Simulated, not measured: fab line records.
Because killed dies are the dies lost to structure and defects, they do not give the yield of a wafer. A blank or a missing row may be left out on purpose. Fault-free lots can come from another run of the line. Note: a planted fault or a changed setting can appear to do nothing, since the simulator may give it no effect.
Which tool was responsible? | flow berkeley_cmos170 | 7 lots with 21 wafers sampled at 2 steps, on a route of 331 steps

WHAT EACH GAUGE READ, for each wafer
UCB170_CONTACT_OVL_MEAS_16.
lot  | measured     | on         | CONTACT_OVL (nm)
L901 | day 7 00:03  | overlay-01 | 15 -2 8
L902 | day 7 16:31  | overlay-01 | -2 -5 1
L907 | day 8 15:43  | overlay-01 | 4 11 5
L910 | day 9 01:11  | overlay-02 | -5 5 4
L911 | day 9 13:05  | overlay-02 | 4 6 -1
L915 | day 10 18:31 | overlay-02 | -9 -9 -9
L919 | day 10 19:15 | overlay-01 | 3 9 5

TOOL THAT RAN EACH LOT (tool first, then ch and the chambers of the sampled wafers, then the start)
lot  | UCB170_SILICIDE_RTA_04
L901 | rtp_anneal-02 ch 0, day 6 20:08
L902 | rtp_anneal-01 ch 0, day 7 08:23
L907 | rtp_anneal-02 ch 0, day 8 10:24
L910 | rtp_anneal-01 ch 0, day 8 20:48
L911 | rtp_anneal-02 ch 0, day 9 08:10
L915 | rtp_anneal-02 ch 0, day 10 10:44
L919 | rtp_anneal-02 ch 0, day 10 11:52
- UCB170_SILICIDE_RTA_04: time 15 s.

THE ANSWER, worked out from the rows above alone
Rule: the usual values come from the lots themselves. The widest of any qualifying gaps counts: lots, ordered by their means at a reading, are off when they make up no more than a third of the lots, leave a main group of 4 or more, and stand apart from it by 3 or more times the standard deviation of that group's means. The tables above print the reading to a certain number of digits; a main group whose means all agree to those digits is not used. Also off: a lot with no number at a reading for which 4 or more lots have one. The other lots that the step has rows for count as sound.
Nothing can be told from this: no lot is off at any reading shown.

WHAT WAS PUT IN BY THE SIMULATOR
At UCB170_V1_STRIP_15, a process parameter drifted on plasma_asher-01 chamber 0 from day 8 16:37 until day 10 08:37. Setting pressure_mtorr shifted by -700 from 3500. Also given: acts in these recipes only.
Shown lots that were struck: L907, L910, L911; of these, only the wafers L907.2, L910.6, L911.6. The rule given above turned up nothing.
